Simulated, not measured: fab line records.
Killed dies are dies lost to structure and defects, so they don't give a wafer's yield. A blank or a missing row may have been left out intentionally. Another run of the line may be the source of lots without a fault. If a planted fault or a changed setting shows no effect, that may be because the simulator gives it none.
What tool caused it?	flow rit_cmos	Sampling: 11 lots, 33 wafers, 3 of 202 route steps

WHAT EACH GAUGE READ, for each wafer
RIT_PSD_TW_MEAS_10.
lot	measured	on	PSD_TW
L138	day 3 02:47	film_metro-03	3454 3456 3440
L139	day 3 07:36	film_metro-03	3441 3454 3452
L140	day 3 17:16	film_metro-01	3392 3399 3402
L141	day 3 23:22	film_metro-02	3462 3464 3473
L142	day 4 05:33	film_metro-02	3431 3424 3436
L149	day 5 15:58	film_metro-02	3123 3129 3148
L151	day 6 01:01	film_metro-01	3117 3124 3124
L155	day 7 13:39	film_metro-03	3471 3449 3469
L157	day 7 17:44	film_metro-01	3424 3402 3414
L160	day 8 16:51	film_metro-03	3450 3431 3455
L161	day 8 18:37	film_metro-03	3454 3458 3465

RIT_SDANNEAL_RS_MEAS_04: uses a four-point probe to measure.
lot	measured	on	PSD_RS (ohm/sq)
L138	day 3 03:16	film_metro-01	115.7 115.8 115.7
L139	day 3 08:05	film_metro-02	115.9 115.3 115.6
L140	day 3 17:46	film_metro-01	115.7 116.0 115.8
L141	day 3 23:53	film_metro-01	115.7 115.9 116.0
L142	day 4 06:03	film_metro-03	115.7 115.8 115.5
L149	day 5 16:29	film_metro-01	127.4 127.7 127.1
L151	day 6 01:30	film_metro-03	126.1 126.4 126.5
L155	day 7 14:11	film_metro-01	115.7 115.9 116.1
L157	day 7 18:16	film_metro-01	115.8 115.5 115.4
L160	day 8 17:22	film_metro-03	115.8 115.4 116.0
L161	day 8 19:10	film_metro-03	115.9 115.7 115.5

EACH LOT AND THE TOOL THAT RAN IT (in order: tool; ch and the chambers of the sampled wafers; start)
lot	RIT_PSD_IMPLANT_08
L138	implanter-02 ch 0, day 3 02:28
L139	implanter-03 ch 0, day 3 07:16
L140	implanter-02 ch 0, day 3 16:57
L141	implanter-02 ch 0, day 3 23:05
L142	implanter-03 ch 0, day 4 05:14
L149	implanter-04 ch 0, day 5 15:40
L151	implanter-04 ch 0, day 6 00:41
L155	implanter-02 ch 0, day 7 13:20
L157	implanter-02 ch 0, day 7 17:25
L160	implanter-02 ch 0, day 8 16:31
L161	implanter-02 ch 0, day 8 18:19
- RIT_PSD_IMPLANT_08

WHAT THE TOOLS THEMSELVES READ (means of the sampled wafers that have a number; where no wafer has one, the mark that the record gives instead)
RIT_PSD_IMPLANT_08.
lot	tool	beam_energy_keV	beam_on_s (s)	dose_ions_cm2	faraday_current_uA	tilt_deg (degrees)
L138	implanter-02	26.990	13.2	5.009e+15	11698	6.982
L139	implanter-03	27.002	14.7	5.003e+15	10484	6.993
L140	implanter-02	26.996	13.5	4.993e+15	11377	7.016
L141	implanter-02	27.011	13.3	5.001e+15	11553	6.975
L142	implanter-03	27.004	14.7	5.001e+15	10509	7.006
L149	implanter-04	27.000	10.0	2.335e+15	7262	7.038
L151	implanter-04	26.999	9.9	2.341e+15	7326	7.001
L155	implanter-02	27.002	13.3	5.002e+15	11587	6.989
L157	implanter-02	27.008	13.2	4.996e+15	11633	6.994
L160	implanter-02	26.995	13.2	5.001e+15	11620	6.992
L161	implanter-02	26.997	13.4	5.003e+15	11410	7.003

THE ANSWER, worked out from the rows above alone
Rule: the usual values come from the lots themselves. The widest of any qualifying gaps counts: lots, ordered by their means at a reading, are off when they make up no more than a third of the lots, leave a main group of 4 or more, and stand apart from it by 3 or more times the standard deviation of that group's means. A main group whose means are all the same, to the digits that the tables above print for the reading, isn't used. A lot without any number at a reading at which 4 lots or more have one is off too. The other lots that the step has rows for count as sound. First the gauges in route order, then the tools' own readings, where a lot's mean is used as printed above. The first step at which some lot is off is used, and at that step the reading that is off furthest; a lot without a number counts as furthest.
Off: L149, L151, at RIT_PSD_TW_MEAS_10 (PSD_TW). The main group: mean 3442, standard deviation 22.
If a tool, at a process step before that reading, ran all the lots that are off and no sound lot after the first of them, it fits. The gauges at RIT_PSD_TW_MEAS_10 aren't tried: what is off there is off at RIT_PSD_IMPLANT_08 too, on other tools, and a gauge's error can't cause that. One candidate fits, namely implanter-04 at RIT_PSD_IMPLANT_08. It ran no sound lot before its first lot that is off in this sample, so the start can't be narrowed down.
The tool's own readings at RIT_PSD_IMPLANT_08 bear it out: on the lots that are off they differ by more than 5 times the standard deviation of the sound lots' means. beam_on_s reads 9.9 s there against 13.6 s on the sound lots; dose_ions_cm2 reads 2.338e+15 there against 5.001e+15 on the sound lots; faraday_current_uA reads 7294 there against 11319 on the sound lots.

WHAT THE SIMULATOR PUT IN
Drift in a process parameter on implanter-04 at RIT_PSD_IMPLANT_08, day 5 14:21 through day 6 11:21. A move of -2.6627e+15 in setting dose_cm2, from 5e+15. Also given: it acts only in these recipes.
Lots struck among those shown: L149, L151. This agrees with what the rule above found.
